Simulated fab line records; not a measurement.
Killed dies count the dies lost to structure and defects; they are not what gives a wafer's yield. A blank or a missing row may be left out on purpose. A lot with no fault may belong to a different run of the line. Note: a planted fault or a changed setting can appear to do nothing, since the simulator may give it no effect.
fab line records + flow rit-cmos
record
- lots=15
- wafers=45
- last-day=7
route steps=202 shown ACTIVE@11 CONTACT@180 M1@202
lots untouched by any fault: they come from a run of this same line in which no faults occurred
start-h: the number of hours between the record's first day and the start of the first shown wafer of the lot + wait-h: time in hours since the lot's previous step + " unchanged from the row above + L1.1+2: a row that stands for several wafers + - either no value or no given start + * or withheld: withheld + < > ~ a bound
route shown NAME@n: a module of which the file shows steps, and the number in the route of the first + usual: average and standard deviation across the fault-free wafers + same: alike in all rows + chamber/n: place in a boat + sites: per-site readings + _std_site: how widely they spread, as a standard deviation + _edge_site: outer sites' mean less inner sites' + radius-mm: how far each site lies from the wafer's centre + mask NAME#n: copy n + behind: the tool/chamber that last shaped the wafer + hold: the reason the lot was held/the length of the hold in hours/how it ended + device: the n, p or np transistor that did not switch + end of line: the route-end tests of the same wafers + a step with no rows: only its recipe + killed: not the wafer's yield, but the dies lost to structure and defects at the first sort + map: dies across one wafer; x = killed, . = not, _ = none there
set.NAME: setting as actually run; set.NAME@STEP: the setting as run at that earlier step + model.NAME: the simulator's own value behind a step, which no gauge read
the route's steps for a sample of lots (tables are steps, rows are wafers)
services: a tool's chamber out of use, with start hour (start-h, from the record's first day; less than 0 if before it), hours out, and reason
## steps
# step RIT_ACTIVE_DEVELOP_10
# recipe
- resist=NOVOLAK
- develop-time-s=50
- dev-temp-c=23
# usual
- exhaust-pa=45.3/1
- resist-line-temp-C=23.00/0.1
| lot.wafer | tool           | chamber | start-h | wait-h | exhaust-pa | resist-line-temp-C |
|-----------|----------------|---------|---------|--------|------------|--------------------|
| L260.1    | litho-track-01 | 0       | 16      | -      | 45.4       | 22.85              |
| L260.2    | "              | 0       | "       | "      | 47.1       | 22.99              |
| L260.4    | "              | 0       | "       | "      | 47.5       | 23.10              |
| L261.2    | litho-track-01 | 0       | 19      | -      | 44.4       | 22.86              |
| L261.4    | "              | 0       | "       | "      | 45.0       | 22.88              |
| L261.6    | "              | 0       | "       | "      | 44.9       | 22.86              |
| L262.4    | litho-track-02 | 0       | 25      | -      | 45.5       | 22.90              |
| L262.5    | "              | 0       | "       | "      | 44.8       | 23.08              |
| L262.6    | "              | 0       | "       | "      | 44.1       | 22.91              |
| L263.1    | litho-track-02 | 0       | 29      | -      | 46.2       | 22.97              |
| L263.4    | "              | 0       | "       | "      | 45.3       | 22.85              |
| L263.6    | "              | 0       | "       | "      | 46.3       | 22.93              |
| L264.1    | litho-track-01 | 0       | 34      | -      | 45.4       | 22.99              |
| L264.3    | "              | 0       | "       | "      | 46.3       | 23.04              |
| L264.6    | "              | 0       | "       | "      | 45.6       | 22.95              |
| L266.1    | litho-track-02 | 0       | 44      | -      | 44.4       | 23.08              |
| L266.3    | "              | 0       | "       | "      | 44.6       | 22.95              |
| L266.5    | "              | 0       | "       | "      | 43.2       | 22.92              |
| L267.1    | litho-track-01 | 0       | 51      | -      | 45.2       | 23.03              |
| L267.3    | "              | 0       | "       | "      | 45.2       | 22.88              |
| L267.4    | "              | 0       | "       | "      | 45.2       | 23.03              |
| L268.4    | litho-track-03 | 0       | 54      | -      | 45.5       | 22.98              |
| L268.5    | "              | 0       | 55      | -      | 45.1       | 22.88              |
| L268.6    | "              | 0       | "       | "      | 44.8       | 23.02              |
| L270.2    | litho-track-03 | 0       | 64      | -      | 46.7       | 23.18              |
| L270.4    | "              | 0       | "       | "      | 46.6       | 23.16              |
| L270.5    | "              | 0       | "       | "      | 46.7       | 23.05              |
| L272.3    | litho-track-02 | 0       | 74      | -      | 44.7       | 23.06              |
| L272.5    | "              | 0       | "       | "      | 45.2       | 23.05              |
| L272.6    | "              | 0       | "       | "      | 45.3       | 22.96              |
| L273.1    | litho-track-02 | 0       | 81      | -      | 44.5       | 23.02              |
| L273.3    | "              | 0       | "       | "      | 44.0       | 23.08              |
| L273.6    | "              | 0       | "       | "      | 45.6       | 22.84              |
| L274.2    | litho-track-03 | 0       | 86      | -      | 45.2       | 22.92              |
| L274.3    | "              | 0       | "       | "      | 44.8       | 23.01              |
| L274.4    | "              | 0       | "       | "      | 44.2       | 23.05              |
| L277.1    | litho-track-03 | 0       | 100     | -      | 47.5       | 22.84              |
| L277.3    | "              | 0       | "       | "      | 47.2       | 23.10              |
| L277.4    | "              | 0       | "       | "      | 45.6       | 22.89              |
| L278.1    | litho-track-03 | 0       | 104     | -      | 46.0       | 22.91              |
| L278.2    | "              | 0       | "       | "      | 44.4       | 22.80              |
| L278.4    | "              | 0       | "       | "      | 45.1       | 22.95              |
| L280.3    | litho-track-03 | 0       | 115     | -      | 46.0       | 22.98              |
| L280.5    | "              | 0       | "       | "      | 46.6       | 23.09              |
| L280.6    | "              | 0       | "       | "      | 45.2       | 22.93              |
# step RIT_ACTIVE_STRIP_14
# recipe
- chemistry=O2
- time-s=180
- resist=NOVOLAK
- platen-temp-c=withheld
- power-w=500
- pressure-mtorr=4000
- o2-flow-sccm=4000
# usual
- drypump-motor-current-A=5.6/0.37
- o2-flow-sccm=4000/11
| lot.wafer | tool            | chamber | start-h | wait-h | drypump-motor-current-A | o2-flow-sccm | rf-hours-counter-h |
|-----------|-----------------|---------|---------|--------|-------------------------|--------------|--------------------|
| L260.1    | plasma-asher-04 | 0       | 17.38   | 0.1    | 5.7                     | 4002         | 39                 |
| L260.2    | "               | 1       | "       | "      | 5.1                     | 4000         | 39                 |
| L260.4    | "               | 1       | "       | "      | 5.1                     | 4001         | -                  |
| L261.2    | plasma-asher-01 | 1       | 20.31   | 0.1    | 6.1                     | 4010         | 18                 |
| L261.4    | "               | 0       | "       | "      | 5.6                     | 4001         | -                  |
| L261.6    | "               | 0       | "       | "      | 5.6                     | 3995         | -                  |
| L262.4    | plasma-asher-01 | 1       | 25.70   | 0.1    | 6.1                     | 4006         | -                  |
| L262.5    | "               | 0       | "       | "      | 5.6                     | 4024         | -                  |
| L262.6    | "               | 1       | "       | "      | 6.2                     | 4007         | -                  |
| L263.1    | plasma-asher-03 | 0       | 30.02   | 0.1    | 6.0                     | 3983         | 38                 |
| L263.4    | "               | 1       | "       | "      | 5.2                     | 3992         | -                  |
| L263.6    | "               | 1       | "       | "      | 5.2                     | 4018         | -                  |
| L264.1    | plasma-asher-01 | 1       | 35.25   | 0.1    | 6.1                     | 4012         | 20                 |
| L264.3    | "               | 0       | "       | "      | 5.6                     | 3999         | -                  |
| L264.6    | "               | 0       | "       | "      | 5.6                     | 4007         | -                  |
| L266.1    | plasma-asher-01 | 1       | 44.97   | 0.1    | 6.1                     | 4012         | 21                 |
| L266.3    | "               | 0       | "       | "      | 5.6                     | 3980         | -                  |
| L266.5    | "               | 1       | "       | "      | 6.1                     | 4018         | -                  |
| L267.1    | plasma-asher-04 | 1       | 52.03   | 0.1    | 5.1                     | 4008         | 43                 |
| L267.3    | "               | 0       | "       | "      | 5.7                     | 3992         | -                  |
| L267.4    | "               | 1       | "       | "      | 5.1                     | 4005         | -                  |
| L268.4    | plasma-asher-04 | 0       | 55.51   | 0.1    | 5.7                     | 3986         | -                  |
| L268.5    | "               | 1       | "       | "      | 5.1                     | 3989         | -                  |
| L268.6    | "               | 0       | "       | "      | 5.7                     | 4002         | -                  |
| L270.2    | plasma-asher-03 | 0       | 65.00   | 0.1    | 6.0                     | 4003         | 42                 |
| L270.4    | "               | 0       | "       | "      | 6.0                     | 3997         | -                  |
| L270.5    | "               | 0       | "       | "      | 6.0                     | 4020         | -                  |
| L272.3    | plasma-asher-04 | 1       | 74.90   | 0.1    | 5.1                     | 3981         | -                  |
| L272.5    | "               | 1       | "       | "      | 5.1                     | 4009         | -                  |
| L272.6    | "               | 0       | "       | "      | 5.7                     | 3999         | -                  |
| L273.1    | plasma-asher-01 | 1       | 81.88   | 0.1    | 6.1                     | 3996         | 24                 |
| L273.3    | "               | 1       | "       | "      | 6.1                     | 3980         | -                  |
| L273.6    | "               | 0       | "       | "      | 5.6                     | 3993         | -                  |
| L274.2    | plasma-asher-03 | 1       | 87.31   | 0.1    | 5.2                     | 3998         | 44                 |
| L274.3    | "               | 0       | "       | "      | 6.0                     | 3984         | -                  |
| L274.4    | "               | 1       | "       | "      | 5.2                     | 4010         | -                  |
| L277.1    | plasma-asher-03 | 0       | 100.64  | 0.1    | 6.0                     | 4021         | 45                 |
| L277.3    | "               | 0       | "       | "      | 6.0                     | 4009         | -                  |
| L277.4    | "               | 1       | "       | "      | 5.2                     | 4005         | -                  |
| L278.1    | plasma-asher-01 | 0       | 104.84  | 0.1    | 5.6                     | 4007         | 27                 |
| L278.2    | "               | 1       | "       | "      | 6.1                     | 4012         | 27                 |
| L278.4    | "               | 0       | "       | "      | 5.6                     | 4001         | -                  |
| L280.3    | plasma-asher-01 | 0       | 116.01  | 0.1    | 5.6                     | 4003         | -                  |
| L280.5    | "               | 0       | "       | "      | 5.6                     | 4002         | -                  |
| L280.6    | "               | 1       | "       | "      | 6.1                     | 3987         | -                  |
# step RIT_CONTACT_STRIP_12
# recipe
- chemistry=O2
- time-s=180
- resist=NOVOLAK
- platen-temp-c=withheld
- power-w=500
- pressure-mtorr=4000
- o2-flow-sccm=4000
# usual
- drypump-motor-current-A=5.8/0.53
- o2-flow-sccm=4000/14
| lot.wafer | tool            | chamber | start-h | wait-h | drypump-motor-current-A | o2-flow-sccm | rf-hours-counter-h |
|-----------|-----------------|---------|---------|--------|-------------------------|--------------|--------------------|
| L260.1    | plasma-asher-02 | 1       | 59.02   | 0.1    | 5.1                     | 3991         | 43                 |
| L260.2    | "               | 0       | "       | "      | 6.5                     | 3999         | 43                 |
| L260.4    | "               | 1       | "       | "      | 5.1                     | 4005         | -                  |
| L261.2    | plasma-asher-02 | 0       | 60.34   | 0.1    | 6.6                     | 3988         | 43                 |
| L261.4    | "               | 1       | "       | "      | 5.2                     | 4006         | -                  |
| L261.6    | "               | 1       | "       | "      | 5.1                     | 4006         | -                  |
| L262.4    | plasma-asher-02 | 1       | 67.01   | 0.2    | 5.2                     | 4004         | -                  |
| L262.5    | "               | 1       | "       | "      | 5.2                     | 4008         | -                  |
| L262.6    | "               | 0       | "       | "      | 6.5                     | 3983         | -                  |
| L263.1    | plasma-asher-02 | 0       | 69.42   | 0.1    | 6.6                     | 3989         | 44                 |
| L263.4    | "               | 1       | "       | "      | 5.2                     | 4003         | -                  |
| L263.6    | "               | 1       | "       | "      | 5.2                     | 4007         | -                  |
| L264.1    | plasma-asher-02 | 1       | 76.32   | 0.1    | 5.1                     | 4028         | 45                 |
| L264.3    | "               | 0       | "       | "      | 6.5                     | 4030         | -                  |
| L264.6    | "               | 0       | "       | "      | 6.5                     | 4024         | -                  |
| L266.1    | plasma-asher-01 | 0       | 88.87   | 0.1    | 5.6                     | 4004         | 25                 |
| L266.3    | "               | 0       | "       | "      | 5.6                     | 4007         | -                  |
| L266.5    | "               | 1       | "       | "      | 6.1                     | 4002         | -                  |
| L267.1    | plasma-asher-01 | 0       | 94.37   | 0.1    | 5.6                     | 4000         | 25                 |
| L267.3    | "               | 0       | "       | "      | 5.6                     | 4010         | -                  |
| L267.4    | "               | 1       | "       | "      | 6.1                     | 4017         | -                  |
| L268.4    | plasma-asher-01 | 1       | 100.94  | 0.2    | 6.1                     | 3986         | -                  |
| L268.5    | "               | 1       | "       | "      | 6.1                     | 4008         | -                  |
| L268.6    | "               | 0       | "       | "      | 5.6                     | 4024         | -                  |
| L270.2    | plasma-asher-01 | 1       | 106.68  | 0.1    | 6.1                     | 4013         | 27                 |
| L270.4    | "               | 0       | "       | "      | 5.6                     | 4006         | -                  |
| L270.5    | "               | 0       | "       | "      | 5.6                     | 4008         | -                  |
| L272.3    | plasma-asher-01 | 0       | 118.17  | 0.2    | 5.6                     | 4000         | -                  |
| L272.5    | "               | 1       | "       | "      | 6.1                     | 3999         | -                  |
| L272.6    | "               | 0       | "       | "      | 5.6                     | 3990         | -                  |
| L273.1    | plasma-asher-02 | 1       | 125.06  | 0.1    | 5.1                     | 3976         | 50                 |
| L273.3    | "               | 0       | "       | "      | 6.5                     | 4006         | -                  |
| L273.6    | "               | 1       | "       | "      | 5.1                     | 3980         | -                  |
| L274.2    | plasma-asher-03 | 0       | 129.71  | 0.1    | 6.0                     | 3993         | 49                 |
| L274.3    | "               | 1       | "       | "      | 5.2                     | 4007         | -                  |
| L274.4    | "               | 0       | "       | "      | 6.0                     | 3983         | -                  |
# step RIT_M1_PROBE_99
# usual
- killed-at-contacts=0.1/0.23
- killed-at-front-end=7/3
- killed-dies=7/3
- killed-on-rim=1.8/1.5
- killed-open=3.3/1.8
- killed-short=3.3/2.2
# same
- gross-dies=264
- killed_at_M0_to_M3=0
- killed_at_M4_up=0
- killed-at-back-side=0
- killed-at-other=0
| lot.wafer | tool      | chamber | start-h | wait-h | killed-at-contacts | killed-at-front-end | killed-dies | killed-on-rim | killed-open | killed-short |
|-----------|-----------|---------|---------|--------|--------------------|---------------------|-------------|---------------|-------------|--------------|
| L261.2    | prober-02 | -       | 65.25   | 0.1    | 0                  | 3                   | 3           | 2             | 3           | 0            |
| L261.4    | prober-02 | -       | 65.35   | 0.2    | 0                  | 4                   | 4           | 2             | 3           | 1            |
| L261.6    | prober-02 | -       | 65.45   | 0.2    | 0                  | 6                   | 6           | 1             | 3           | 3            |
| L267.1    | prober-02 | -       | 100.77  | 0.1    | 0                  | 5                   | 5           | 3             | 3           | 2            |
| L267.3    | prober-02 | -       | 100.87  | 0.2    | 0                  | 9                   | 9           | 0             | 5           | 4            |
| L267.4    | prober-02 | -       | 100.92  | 0.2    | 0                  | 4                   | 4           | 2             | 3           | 1            |
| L270.2    | prober-02 | -       | 111.44  | 0.1    | 0                  | 6                   | 6           | 2             | 4           | 2            |
| L270.4    | prober-02 | -       | 111.54  | 0.2    | 0                  | 8                   | 8           | 3             | 5           | 3            |
| L270.5    | prober-02 | -       | 111.59  | 0.2    | 0                  | 8                   | 8           | 1             | 2           | 6            |
| L272.3    | prober-02 | -       | 123.02  | 0.2    | 0                  | 8                   | 8           | 1             | 6           | 2            |
| L272.5    | prober-02 | -       | 123.12  | 0.2    | 0                  | 4                   | 4           | 1             | 2           | 2            |
| L272.6    | prober-02 | -       | 123.17  | 0.2    | 0                  | 7                   | 7           | 2             | 4           | 3            |
| L274.2    | prober-02 | -       | 134.74  | 0.1    | 0                  | 11                  | 11          | 3             | 6           | 5            |
| L274.3    | prober-02 | -       | 134.79  | 0.2    | 0                  | 4                   | 4           | 1             | 1           | 3            |
| L274.4    | prober-02 | -       | 134.84  | 0.2    | 0                  | 13                  | 13          | 4             | 6           | 7            |
| L277.1    | prober-01 | -       | 145.74  | 0.1    | 0                  | 204                 | 204         | 69            | 6           | 5            |
| L277.3    | prober-01 | -       | 145.84  | 0.2    | 1                  | 203                 | 204         | 68            | 4           | 4            |
| L277.4    | prober-01 | -       | 145.89  | 0.2    | 0                  | 199                 | 199         | 69            | 1           | 2            |
| L278.1    | prober-02 | -       | 152.46  | 0.1    | 0                  | 142                 | 142         | 62            | 2           | 6            |
| L278.2    | prober-02 | -       | 152.51  | 0.1    | 0                  | 149                 | 149         | 57            | 4           | 1            |
| L278.4    | prober-02 | -       | 152.61  | 0.2    | 0                  | 156                 | 156         | 66            | 4           | 4            |
| L280.3    | prober-02 | -       | 163.10  | 0.2    | 0                  | 163                 | 163         | 67            | 4           | 4            |
| L280.5    | prober-02 | -       | 163.20  | 0.2    | 0                  | 147                 | 147         | 63            | 4           | 8            |
| L280.6    | prober-02 | -       | 163.25  | 0.2    | 0                  | 165                 | 165         | 64            | 5           | 3            |
# killed by level:class
L261.2 GATE:geometric-particle:open=2 FOX1:geometric-particle:open=1
L261.4 GATE:geometric-particle:open=2 GATE:geometric-particle:short=1 REOX:geometric-particle:open=1
L261.6 GATE:geometric-particle:short=1 GATE:geometric-particle:open=1 REOX:geometric-particle:short=1 REOX:geometric-particle:open=1 SPACER:geometric-particle:open=1 SILICIDE:geometric-particle:short=1
L267.1 FOX1:geometric-particle:short=2 GATE:geometric-particle:open=2 REOX:geometric-particle:open=1
L267.3 GATE:geometric-particle:open=3 FOX1:geometric-particle:open=2 FOX2:geometric-particle:short=2 GATE:geometric-particle:short=1 SPACER:geometric-particle:short=1
L267.4 GATE:geometric-particle:open=2 SPACER:geometric-particle:short=1 SPACER:geometric-particle:open=1
L270.2 REOX:geometric-particle:open=2 FOX1:geometric-particle:short=1 FOX1:geometric-particle:open=1 GATE:geometric-particle:short=1 GATE:geometric-particle:open=1
L270.4 GATE:geometric-particle:short=2 SPACER:geometric-particle:open=2 FOX1:geometric-particle:open=1 GATE:geometric-particle:open=1 REOX:geometric-particle:open=1 SPACER:geometric-particle:short=1
L270.5 GATE:geometric-particle:short=3 FOX2:geometric-particle:short=2 FOX1:geometric-particle:open=1 FOX1:geometric-particle:short=1 GATE:geometric-particle:open=1
L272.3 FOX1:geometric-particle:open=2 SILICIDE:geometric-particle:open=2 FOX1:geometric-particle:short=1 FOX2:geometric-particle:open=1 FOX2:geometric-particle:short=1 GATE:geometric-particle:open=1
L272.5 FOX1:geometric-particle:short=2 FOX2:geometric-particle:open=1 REOX:geometric-particle:open=1
L272.6 GATE:geometric-particle:open=2 FOX1:geometric-particle:short=1 GATE:geometric-particle:short=1 SPACER:geometric-particle:open=1 SILICIDE:geometric-particle:short=1 SILICIDE:geometric-particle:open=1
L274.2 GATE:geometric-particle:open=4 GATE:geometric-particle:short=3 FOX1:geometric-particle:open=2 REOX:geometric-particle:short=1 SILICIDE:geometric-particle:short=1
L274.3 FOX1:geometric-particle:short=1 FOX2:geometric-particle:short=1 SPACER:geometric-particle:short=1 SILICIDE:geometric-particle:open=1
L274.4 GATE:geometric-particle:short=3 FOX1:geometric-particle:open=2 FOX1:geometric-particle:short=2 GATE:geometric-particle:open=2 REOX:geometric-particle:short=1 REOX:geometric-particle:open=1 SILICIDE:geometric-particle:short=1 SILICIDE:geometric-particle:open=1
L277.1 ACTIVE:area-develop=193 GATE:geometric-particle:open=4 SILICIDE:geometric-particle:short=2 FOX1:geometric-particle:open=1 FOX1:geometric-particle:short=1 FOX2:geometric-particle:open=1 GATE:geometric-particle:short=1 REOX:geometric-particle:short=1
L277.3 ACTIVE:area-develop=196 FOX1:geometric-particle:open=3 FOX1:geometric-particle:short=2 FOX2:geometric-particle:short=1 FOX2:geometric-particle:open=1 CONTACT:geometric-particle:short=1
L277.4 ACTIVE:area-develop=196 FOX1:geometric-particle:short=1 GATE:geometric-particle:short=1 GATE:geometric-particle:open=1
L278.1 ACTIVE:area-develop=134 SPACER:geometric-particle:short=4 SPACER:geometric-particle:open=2 REOX:geometric-particle:short=1 SILICIDE:geometric-particle:short=1
L278.2 ACTIVE:area-develop=144 GATE:geometric-particle:open=2 ACTIVE:geometric-particle:open=1 FOX1:geometric-particle:open=1 SILICIDE:geometric-particle:short=1
L278.4 ACTIVE:area-develop=148 SILICIDE:geometric-particle:short=3 SPACER:geometric-particle:open=2 REOX:geometric-particle:open=1 REOX:geometric-particle:short=1 SILICIDE:geometric-particle:open=1
L280.3 ACTIVE:area-develop=155 REOX:geometric-particle:short=2 FOX1:geometric-particle:open=1 FOX2:geometric-particle:short=1 FOX2:geometric-particle:open=1 GATE:geometric-particle:short=1 SPACER:geometric-particle:open=1 SILICIDE:geometric-particle:open=1
L280.5 ACTIVE:area-develop=135 GATE:geometric-particle:short=5 FOX1:geometric-particle:open=2 REOX:geometric-particle:short=2 REOX:geometric-particle:open=2 FOX1:geometric-particle:short=1
L280.6 ACTIVE:area-develop=157 SPACER:geometric-particle:open=2 FOX1:geometric-particle:open=1 FOX2:geometric-particle:short=1 GATE:geometric-particle:open=1 SPACER:geometric-particle:short=1 SILICIDE:geometric-particle:short=1 SILICIDE:geometric-particle:open=1
## services
| tool            | chamber | start-h | hours | kind       |
|-----------------|---------|---------|-------|------------|
| plasma-asher-04 | -       | 108.75  | 9.0   | pm         |
| plasma-asher-04 | 0       | 108.75  | 9.0   | vent-cycle |
| plasma-asher-04 | 1       | 108.75  | 9.0   | vent-cycle |
| plasma-asher-04 | 0       | 117.75  | -     | clean      |
| plasma-asher-04 | 1       | 117.75  | -     | clean      |
## key
first-sign
- step=RIT_M1_PROBE_99
- reading=killed-dies
- direction=up
- sigmas=54
- usual=7
- struck=170
effect
- step=RIT_M1_PROBE_99
- reading=killed-at-front-end
- direction=up
- sigmas=54
- usual=7
- struck=170
more-kills-born-at
- RIT_ACTIVE_DEVELOP_10@litho-track-03=1458
met-at RIT_ACTIVE_DEVELOP_10
struck-lots L277,L278,L280
later-rows-left-out L277.1,L277.3,L277.4,L278.1,L278.2,L278.4,L280.3,L280.5,L280.6
tester-left-out L277,L278,L280
loop-trim
- step=RIT_ACTIVE_EXPOSE_08
- setting=dose
- lots=L278,L280
not-acting-at RIT_ACTIVE_STRIP_14,RIT_CONTACT_STRIP_12
onset-between 86 100
also-fits time
fault
- kind=process-parameter-drift
- tool=litho-track-03
- chamber=-
- onset-h=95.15
- steps=RIT_ACTIVE_DEVELOP_10
- channel=develop-time-s
- offset=*
- shape=step
- end-h=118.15
- acts-in=*
- stated=*
# tester-left-out: of these lots the tester's yield and bins aren't shown, on N5 and GAA mostly nor the transistor test; their killed dies are dies lost to structure and defects alone, not to doping, threshold or leakage, so they don't give the yield
# later-rows-left-out: the simulator's readings of these wafers behind a module that went badly wrong aren't trusted and aren't shown, but for the sort
# loop-trim: a control loop set the setting to another value than it would have without faults
